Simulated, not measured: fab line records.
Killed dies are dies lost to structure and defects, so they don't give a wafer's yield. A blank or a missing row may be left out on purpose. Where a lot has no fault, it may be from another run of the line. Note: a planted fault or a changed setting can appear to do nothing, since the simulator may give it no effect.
Split-lot trial || flow berkeley-cmos170 || 23 wafers read across 5 lots, on a route 331 steps long

== SPLIT DETAILS ==
At UCB170_SILICIDE_SPUTTER_01 (material Ti, target thk 30 nm, time 25 s), the setting time-s was moved away from the recipe's 25 s on 7 of the 23 wafers read, by -13.4% to -6.1%. All remaining wafers had this setting at the recipe value.

== FROM SPLIT TO READING: 1 step shown by the file between the two ==
- UCB170_SILICIDE_RS_MEAS_02: measures by four-point-probe

== THE READING ==
SILICIDE_TI_THK, in nm, at UCB170_SILICIDE_THK_MEAS_03 (measures by xrf). On this fab line, fault-free wafers typically give 29.9 nm with a standard deviation of 0.38 nm.

{"wafer": "L075.1", "tool, chamber at the split": "pvd-sputter-01, -", "time-s as run, s": 21.66, "against the recipe": "-13.4%", "SILICIDE_TI_THK, nm": 25.5, "against lot-mates on the recipe": -4.7}
{"wafer": "L075.2", "tool, chamber at the split": "pvd-sputter-01, -", "time-s as run, s": 25, "against the recipe": "recipe", "SILICIDE_TI_THK, nm": 30.5, "against lot-mates on the recipe": "-"}
{"wafer": "L075.3", "tool, chamber at the split": "pvd-sputter-01, -", "time-s as run, s": 25, "against the recipe": "recipe", "SILICIDE_TI_THK, nm": 30.1, "against lot-mates on the recipe": "-"}
{"wafer": "L075.4", "tool, chamber at the split": "pvd-sputter-01, -", "time-s as run, s": 21.66, "against the recipe": "-13.4%", "SILICIDE_TI_THK, nm": 26.7, "against lot-mates on the recipe": -3.5}
{"wafer": "L075.5", "tool, chamber at the split": "pvd-sputter-01, -", "time-s as run, s": 25, "against the recipe": "recipe", "SILICIDE_TI_THK, nm": 30.1, "against lot-mates on the recipe": "-"}
{"wafer": "L084.1", "tool, chamber at the split": "pvd-sputter-04, -", "time-s as run, s": 25, "against the recipe": "recipe", "SILICIDE_TI_THK, nm": 29.4, "against lot-mates on the recipe": "-"}
{"wafer": "L084.3", "tool, chamber at the split": "pvd-sputter-04, -", "time-s as run, s": 25, "against the recipe": "recipe", "SILICIDE_TI_THK, nm": 29.6, "against lot-mates on the recipe": "-"}
{"wafer": "L084.4", "tool, chamber at the split": "pvd-sputter-04, -", "time-s as run, s": 25, "against the recipe": "recipe", "SILICIDE_TI_THK, nm": 29.6, "against lot-mates on the recipe": "-"}
{"wafer": "L084.5", "tool, chamber at the split": "pvd-sputter-04, -", "time-s as run, s": 25, "against the recipe": "recipe", "SILICIDE_TI_THK, nm": 30.0, "against lot-mates on the recipe": "-"}
{"wafer": "L084.6", "tool, chamber at the split": "pvd-sputter-04, -", "time-s as run, s": 25, "against the recipe": "recipe", "SILICIDE_TI_THK, nm": 29.6, "against lot-mates on the recipe": "-"}
{"wafer": "L083.1", "tool, chamber at the split": "pvd-sputter-01, -", "time-s as run, s": 23.48, "against the recipe": "-6.1%", "SILICIDE_TI_THK, nm": 27.5, "against lot-mates on the recipe": -2.6}
{"wafer": "L083.2", "tool, chamber at the split": "pvd-sputter-01, -", "time-s as run, s": 25, "against the recipe": "recipe", "SILICIDE_TI_THK, nm": 29.9, "against lot-mates on the recipe": "-"}
{"wafer": "L083.3", "tool, chamber at the split": "pvd-sputter-01, -", "time-s as run, s": 23.48, "against the recipe": "-6.1%", "SILICIDE_TI_THK, nm": 28.5, "against lot-mates on the recipe": -1.6}
{"wafer": "L083.4", "tool, chamber at the split": "pvd-sputter-01, -", "time-s as run, s": 25, "against the recipe": "recipe", "SILICIDE_TI_THK, nm": 30.2, "against lot-mates on the recipe": "-"}
{"wafer": "L083.6", "tool, chamber at the split": "pvd-sputter-01, -", "time-s as run, s": 25, "against the recipe": "recipe", "SILICIDE_TI_THK, nm": 30.3, "against lot-mates on the recipe": "-"}
{"wafer": "L081.3", "tool, chamber at the split": "pvd-sputter-02, -", "time-s as run, s": 25, "against the recipe": "recipe", "SILICIDE_TI_THK, nm": 30.0, "against lot-mates on the recipe": "-"}
{"wafer": "L081.5", "tool, chamber at the split": "pvd-sputter-02, -", "time-s as run, s": 25, "against the recipe": "recipe", "SILICIDE_TI_THK, nm": 29.5, "against lot-mates on the recipe": "-"}
{"wafer": "L081.6", "tool, chamber at the split": "pvd-sputter-02, -", "time-s as run, s": 25, "against the recipe": "recipe", "SILICIDE_TI_THK, nm": 30.0, "against lot-mates on the recipe": "-"}
{"wafer": "L080.1", "tool, chamber at the split": "pvd-sputter-01, -", "time-s as run, s": 22.46, "against the recipe": "-10.2%", "SILICIDE_TI_THK, nm": 27.1, "against lot-mates on the recipe": -2.8}
{"wafer": "L080.2", "tool, chamber at the split": "pvd-sputter-01, -", "time-s as run, s": 25, "against the recipe": "recipe", "SILICIDE_TI_THK, nm": 30.0, "against lot-mates on the recipe": "-"}
{"wafer": "L080.4", "tool, chamber at the split": "pvd-sputter-01, -", "time-s as run, s": 25, "against the recipe": "recipe", "SILICIDE_TI_THK, nm": 29.8, "against lot-mates on the recipe": "-"}
{"wafer": "L080.5", "tool, chamber at the split": "pvd-sputter-01, -", "time-s as run, s": 22.46, "against the recipe": "-10.2%", "SILICIDE_TI_THK, nm": 25.9, "against lot-mates on the recipe": -4.0}
{"wafer": "L080.6", "tool, chamber at the split": "pvd-sputter-01, -", "time-s as run, s": 22.46, "against the recipe": "-10.2%", "SILICIDE_TI_THK, nm": 26.7, "against lot-mates on the recipe": -3.2}

THE FIT
A straight line over all 23 wafers: SILICIDE_TI_THK changes by +0.305 nm for each +1% of time-s; r = +0.96; the points scatter about the line by 0.42 nm.
The same after taking each lot's own level away (the mean of its wafers on the recipe; 23 wafers): +0.32 nm for each +1%; r = +0.98; scatter 0.36 nm.
That fit puts the effect of the largest move of time-s on the reading at 4.3 nm.
The lots' own levels span 29.64 to 30.23 nm, that is 1.6 times the standard deviation above.
So the lot-to-lot level changes the slope little: the two slopes agree.
Check: -4.15 nm against its lot-mates is what the line predicts for one of the wafers moved furthest among these (-13.4%) when that wafer is left out of the fit. Against them it came out at -4.73 nm.

== OTHER SPLITS APPLIED TO THESE WAFERS ==
Other splits were also applied to these wafers ahead of the reading. Each is held against what the fit with the lots' levels taken away leaves over:
{"other split on the same wafers": "UCB170_PLDD_COAT_01 resist-thk-nm", "wafers away from the commonest value": 7, "r with SILICIDE_TI_THK (lot level and that fit taken away)": "+0.04"}
{"other split on the same wafers": "UCB170_NSD_IMPLANT_08 dose-cm2", "wafers away from the commonest value": 8, "r with SILICIDE_TI_THK (lot level and that fit taken away)": "+0.41"}
{"other split on the same wafers": "UCB170_SDANNEAL_RTA_01 time-s", "wafers away from the commonest value": 7, "r with SILICIDE_TI_THK (lot level and that fit taken away)": -0.02}

== THE WHOLE CHAIN: every reading that the file lists as answering this split, in the file's order ==
{"step": "UCB170_SILICIDE_SPUTTER_01", "what it does": "material Ti, target thk 30 nm, time 25 s", "reading": "Ti_of_SILICIDE_SPUTTER_01.thk-nm (the simulator's own value, which no gauge read)", "change (the file's fit)": "+0.322 nm for each +1% of the setting", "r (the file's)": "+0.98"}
{"step": "UCB170_SILICIDE_RS_MEAS_02", "what it does": "measures by four-point-probe", "reading": "SILICIDE_TI_RS", "change (the file's fit)": "-0.379 for each +1% of the setting", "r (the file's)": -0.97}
{"step": "UCB170_SILICIDE_THK_MEAS_03", "what it does": "measures by xrf", "reading": "SILICIDE_TI_THK", "change (the file's fit)": "+0.322 for each +1% of the setting", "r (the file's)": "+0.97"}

== THE FILE'S OWN FIT ==
SILICIDE_TI_THK changes by +0.322 nm for each +1% of time-s, r = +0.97.
